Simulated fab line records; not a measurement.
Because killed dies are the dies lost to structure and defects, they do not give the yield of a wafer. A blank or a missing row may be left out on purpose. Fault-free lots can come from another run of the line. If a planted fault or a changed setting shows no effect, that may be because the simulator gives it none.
Struck lot and sound lot, side by side -- flow berkeley_cmos170 -- 19 out of 331 route steps
Sound: the wafers L620.1, L620.2, L620.4. The struck wafers were L629.1, L629.3, L629.6. The cause is given at the end.
At each step with rows: each side's tool, then ch and its chambers, then its first start. Under that, the readings that differ: sound wafers -- struck wafers -- difference of the means -- sigmas: that difference in standard deviations of wafers without a fault.
alike: same words and numbers on both sides, and readings whose means sit less than 2 such deviations apart. not compared: any withheld reading, any reading some wafer has no value for, any bound like >300 that may hide the same value, and any number with overlapping values for which the record gives no deviation.
A row with sigmas, a row that says differs or no value, or rows on one side alone: a step with any of these is where the two part. Non-overlapping numbers with no deviation appear without sigmas and do not part them. A reading that every wafer of one side lacks parts them only if that side has two wafers or more.

first, 4 steps without rows for these wafers: UCB170_PSD_SOFTBAKE_02 (time 60 s); UCB170_PSD_EXPOSE_03 (exposes mask PSELECT MOD, target cd 1200 nm); UCB170_PSD_PEB_04; UCB170_PSD_DEVELOP_05 (develop time 45 s).
UCB170_PSD_CD_MEAS_06 targets a cd of 1200 nm.
  sound on cd_sem-02 at day 7 09:50; struck on cd_sem-02 at day 8 23:34
reading,sound,struck,difference,sigmas
cd_nm (nm),1197.7 1197.3 1198.4,1202.2 1201.8 1202.2,+4.3,+3
UCB170_PSD_OVL_MEAS_07:
  sound on overlay-01 at day 7 09:57; struck on overlay-02 at day 8 23:41
  alike: PSD_OVL
then, 1 step without rows for these wafers: UCB170_PSD_IMPLANT_08.
UCB170_PSD_STRIP_09: strips in O2.
  sound on plasma_asher-02 ch 0,1, day 7 10:08; struck on plasma_asher-04 ch 0,1, day 8 23:52
  alike: drypump_motor_current_A, oes_product_au, strip_time_to_endpoint_s
  not compared: rf_hours_counter_h
UCB170_PSD_TW_MEAS_10:
  sound on film_metro-04 at day 7 10:14; struck on film_metro-04 at day 8 23:58
  alike: PSD_TW
then, 3 steps without rows for these wafers: UCB170_PSD_CLEAN_11 (cleans in SPM, time 600 s); UCB170_NSD_HMDS_00 (prime time 60 s); UCB170_NSD_COAT_01 (resist thk 900 nm).
UCB170_NSD_SOFTBAKE_02: time 60 s.
  sound on litho_track-02 ch 0, day 7 11:33; struck on litho_track-02 ch 0, day 9 00:43
reading,sound,struck,difference,sigmas
heater_power_total_W (W),56.80 56.82 56.72,58.92 58.90 58.97,+2.15,+49
plate_temp_C (C),130.09 129.97 130.09,133.63 133.98 133.67,+3.71,+31
then, 3 steps without rows for these wafers: UCB170_NSD_EXPOSE_03 (exposes mask NSELECT MOD, target cd 1200 nm); UCB170_NSD_PEB_04; UCB170_NSD_DEVELOP_05 (develop time 45 s).
UCB170_NSD_CD_MEAS_06 targets a cd of 1200 nm.
  sound on cd_sem-02 at day 7 12:40; struck on cd_sem-01 at day 9 01:16
reading,sound,struck,difference,sigmas
cd_nm (nm),1201.2 1201.9 1200.6,1210.8 1210.1 1210.5,+9.2,+8
UCB170_NSD_OVL_MEAS_07:
  sound on overlay-01 at day 7 12:47; struck on overlay-01 at day 9 01:23
  alike: NSD_OVL
then, 1 step without rows for these wafers: UCB170_M3_PROBE_99.

== WHERE THEY PART ==
First at UCB170_PSD_CD_MEAS_06; last, within this record, at UCB170_NSD_CD_MEAS_06. Later steps at which nothing parts them and some readings are alike: UCB170_NSD_OVL_MEAS_07.

WHY: what had been put in by the simulator
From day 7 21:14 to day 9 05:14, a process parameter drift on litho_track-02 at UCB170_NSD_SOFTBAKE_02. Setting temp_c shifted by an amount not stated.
